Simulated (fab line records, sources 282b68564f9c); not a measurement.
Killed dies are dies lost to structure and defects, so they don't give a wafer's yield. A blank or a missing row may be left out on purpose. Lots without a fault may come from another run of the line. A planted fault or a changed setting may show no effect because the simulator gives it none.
Which tool did it? | flow rit_cmos | 14 lots, 42 wafers sampled, at 3 steps of a route of 202

WHAT THE GAUGES READ, wafer by wafer
RIT_NWELL_TW_MEAS_10.
lot  | measured    | on            | NWELL_TW
L289 | day 1 21:19 | film_metro-01 | 2131 2133 2128
L290 | day 2 05:05 | film_metro-01 | 2123 2114 2104
L291 | day 2 10:33 | film_metro-03 | 2143 2147 2152
L292 | day 2 19:02 | film_metro-04 | 2143 2155 2148
L293 | day 3 00:37 | film_metro-04 | 2146 2149 2161
L295 | day 3 09:12 | film_metro-04 | 2152 2147 2144
L296 | day 3 14:44 | film_metro-03 | 2143 2138 2142
L297 | day 3 16:48 | film_metro-04 | 2164 2154 2143
L298 | day 3 20:20 | film_metro-04 | 2214 2213 2223
L302 | day 4 20:12 | film_metro-03 | 2215 2220 2212
L307 | day 5 17:04 | film_metro-04 | 2149 2148 2149
L308 | day 5 21:46 | film_metro-03 | 2134 2129 2139
L311 | day 6 12:56 | film_metro-01 | 2124 2135 2139
L312 | day 6 19:40 | film_metro-04 | 2152 2137 2150

RIT_WELLDRIVE_RS_MEAS_01: measures by four-point-probe.
lot  | measured    | on            | NWELL_RS (ohm/sq)
L289 | day 2 04:32 | film_metro-04 | 274.2 274.5 274.9
L290 | day 2 13:45 | film_metro-04 | 276.2 276.1 275.8
L291 | day 2 20:45 | film_metro-04 | 274.9 275.6 275.2
L292 | day 3 03:12 | film_metro-01 | 275.9 276.1 275.8
L293 | day 3 09:20 | film_metro-03 | 276.1 275.4 275.4
L295 | day 3 17:19 | film_metro-01 | 277.4 277.5 277.1
L296 | day 3 23:02 | film_metro-03 | 275.6 275.7 276.1
L297 | day 4 02:13 | film_metro-04 | 275.0 275.4 275.3
L298 | day 4 07:19 | film_metro-04 | 259.9 260.3 259.8
L302 | day 5 03:49 | film_metro-04 | 258.3 258.3 257.9
L307 | day 6 00:17 | film_metro-04 | 275.5 275.5 276.1
L308 | day 6 05:20 | film_metro-01 | 275.6 275.9 276.5
L311 | day 6 20:07 | film_metro-04 | 276.0 275.9 276.5
L312 | day 7 02:36 | film_metro-01 | 276.3 276.2 275.9

WHICH TOOL RAN EACH LOT (tool, then ch and the chambers of the sampled wafers, then the start)
lot  | RIT_NWELL_IMPLANT_08
L289 | implanter-04 ch 0, day 1 21:00
L290 | implanter-01 ch 0, day 2 04:47
L291 | implanter-01 ch 0, day 2 10:13
L292 | implanter-04 ch 0, day 2 18:37
L293 | implanter-01 ch 0, day 3 00:19
L295 | implanter-02 ch 0, day 3 08:53
L296 | implanter-04 ch 0, day 3 14:25
L297 | implanter-02 ch 0, day 3 16:29
L298 | implanter-02 ch 0, day 3 20:02
L302 | implanter-02 ch 0, day 4 19:53
L307 | implanter-04 ch 0, day 5 16:46
L308 | implanter-04 ch 0, day 5 21:26
L311 | implanter-01 ch 0, day 6 12:37
L312 | implanter-01 ch 0, day 6 19:21
- RIT_NWELL_IMPLANT_08

WHAT THE TOOLS THEMSELVES READ (means of the sampled wafers that have a number; where no wafer has one, the mark that the record gives instead)
RIT_NWELL_IMPLANT_08.
lot  | tool         | beam_on_s (s) | end_station_pressure_torr (Torr) | faraday_current_uA
L289 | implanter-04 | 9.99          | 5.11e-06                         | 159.2
L290 | implanter-01 | 9.91          | 5.24e-06                         | 159.7
L291 | implanter-01 | 9.82          | 4.78e-06                         | 161.2
L292 | implanter-04 | 9.96          | 5.14e-06                         | 159.4
L293 | implanter-01 | 9.89          | 4.90e-06                         | 160.8
L295 | implanter-02 | 10.02         | 5.09e-06                         | 158.8
L296 | implanter-04 | 10.05         | 5.23e-06                         | 157.7
L297 | implanter-02 | 9.84          | 5.24e-06                         | 161.3
L298 | implanter-02 | 10.88         | 4.75e-05                         | 147.2
L302 | implanter-02 | 11.08         | 5.12e-05                         | 144.7
L307 | implanter-04 | 10.12         | 5.00e-06                         | 157.1
L308 | implanter-04 | 10.04         | 5.44e-06                         | 158.3
L311 | implanter-01 | 10.10         | 5.00e-06                         | 156.9
L312 | implanter-01 | 9.92          | 4.94e-06                         | 160.2

THE ANSWER, worked out from the rows above alone
Rule: what is usual is taken from the lots themselves. Put in order of their means at a reading, lots are off if they are a third of the lots or fewer, leave a main group of 4 or more, and stand apart from it by a gap of 3 or more times the standard deviation of the main group's means; of several such gaps the widest counts. A main group whose means are all the same, to the digits that the tables above print for the reading, isn't used. A lot without any number at a reading at which 4 lots or more have one is off too. The other lots that the step has rows for count as sound. The gauges are gone through in route order, then the tools' own readings, and for those a lot's mean is taken as printed above. The first step at which some lot is off is used, and at that step the reading that is off furthest; a lot without a number counts as furthest.
Off: L298, L302, at RIT_NWELL_TW_MEAS_10 (NWELL_TW). The main group: mean 2141, standard deviation 11.
A tool fits if, at a process step before that reading, it ran every lot that is off, and no sound lot after the first of them. The gauges at RIT_NWELL_TW_MEAS_10 aren't tried: what is off there is off at RIT_NWELL_IMPLANT_08 too, on other tools, and a gauge's error can't cause that. One fits: implanter-02 at RIT_NWELL_IMPLANT_08. Its last sound lot is L297 (day 3 16:29), its first lot that is off L298 (day 3 20:02): a fault that began between those two fits.
The tool's own readings at RIT_NWELL_IMPLANT_08 bear it out: on the lots that are off they differ by more than 5 times the standard deviation of the sound lots' means. beam_on_s reads 10.98 s there against 9.97 s on the sound lots; end_station_pressure_torr reads 4.94e-05 Torr there against 5.09e-06 Torr on the sound lots; faraday_current_uA reads 145.9 there against 159.2 on the sound lots.

WHAT THE SIMULATOR HAD PUT IN
Process parameter drift: implanter-02, from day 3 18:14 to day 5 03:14, at RIT_NWELL_IMPLANT_08. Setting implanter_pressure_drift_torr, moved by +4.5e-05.
Process parameter drift: implanter-02, from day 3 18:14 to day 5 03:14, at RIT_NWELL_IMPLANT_08. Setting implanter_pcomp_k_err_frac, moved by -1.
Lots struck among those shown: L298, L302. The rule above found the same.
